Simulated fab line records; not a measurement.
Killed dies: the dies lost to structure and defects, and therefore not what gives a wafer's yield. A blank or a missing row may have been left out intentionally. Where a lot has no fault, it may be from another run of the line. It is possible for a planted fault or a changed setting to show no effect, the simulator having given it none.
Code-filled problem report in 8D (eight disciplines) form || flow berkeleyCmos170 || the parts of the form that need people (team, actions taken, sign-off) are left out

1. WHAT IS WRONG
A mean of 62.6 s is read at UCB170_GATE_ETCH_15 for runLengthS, taken on 1 wafer of 1 lot, against 84.8 s (standard deviation 0.45) on wafers free of any fault. Measured from the usual mean, that is -49 standard deviations.
The step: etches poly-Si in HBr/Cl2, stops on SiO2, time 56.3 s, target depth 278.2 nm.
First seen on wafer L813.4, day 8 03:58, on rieSi-02. The record has a number at this step for 37 wafers belonging to 13 lots. By rule, "out" or "out of limits" means more than 4 standard deviations away from the usual mean. The other wafers with a number count as sound.

2. WHAT THIS IS AND IS NOT
{"question": "which readings at this step", "is": "runLengthS, oesProductAu", "is not": "throttleValvePct"}
{"question": "which lots", "is": "L813", "is not": "L810, L812, L818, L820, L821, L823, L825, L828, L829, L830, L831, L832"}
{"question": "which wafers of those lots", "is": "all that have a number", "is not": "-"}
{"question": "read on which tools", "is": "rieSi-02", "is not": "rieSi-01"}
{"question": "when", "is": "from day 8 03:58", "is not": "up to then (6 sound wafers); but 30 sound wafers of L818, L820, L821, L823, L825, L828, L829, L830, L831, L832 came after"}

3. SUSPECTS, AND WHAT RULES EACH OUT
Counting: any tool at a process step up to the reading is kept as a suspect provided that every lot that is out went through it and no sound lot did after the first of them.
- plasmaAsher-01 at UCB170_PFIELD_STRIP_08 (strips in O2): ruled out as a lasting fault. Following L813 (day 5 18:01), the first lot on it that is out, the sound lots L823, L828, L832, L831 were run on it.
- plasmaAsher-02 at UCB170_NVT_STRIP_08 (strips in O2): ruled out as a lasting fault. Following L813 (day 7 10:13), the first lot on it that is out, the sound lots L818, L821, L828, L830 were run on it.
- rieSi-02 at UCB170_GATE_ETCH_15 (etches poly-Si in HBr/Cl2, stops on SiO2, time 56.3 s, target depth 278.2 nm): ruled out as a lasting fault. Following L813 (day 8 03:58), the first lot on it that is out, the sound lots L828, L829, L832 were run on it.
Left after counting: nothing in the record.

4. THE CAUSE (what the simulator had put in)
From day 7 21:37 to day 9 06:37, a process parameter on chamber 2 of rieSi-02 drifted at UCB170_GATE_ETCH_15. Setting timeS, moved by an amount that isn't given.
Counting ruled it out, wrongly.

5. THE CHAIN OF EFFECTS, in route order
One row per reading whose mean, taken over the struck wafers that have a number, lies over 3 standard deviations from the usual. Readings are gone through only where the record gives a usual standard deviation; hours: the median, over the lots, of the time from a lot's start at the first step in this table giving one to that lot's start at this step; sigmas: the change measured in usual standard deviations.
{"hours": 0, "step": "UCB170_GATE_ETCH_15", "reading": "oesProductAu", "usual": "0.830 a.u.", "on struck wafers": 0.970, "change": "+0.140", "sigmas": "+9.3"}
{"hours": 0, "step": "UCB170_GATE_ETCH_15", "reading": "runLengthS", "usual": "84.8 s", "on struck wafers": 62.6, "change": -22.2, "sigmas": -49}
It contains these process steps:
- UCB170_GATE_ETCH_15: etches poly-Si in HBr/Cl2, stops on SiO2, time 56.3 s, target depth 278.2 nm.

6. HOW IT WOULD HAVE BEEN CAUGHT EARLIER
In this record no reading fell out of limits until day 8 03:58, 6 hours after the fault had begun at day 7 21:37.
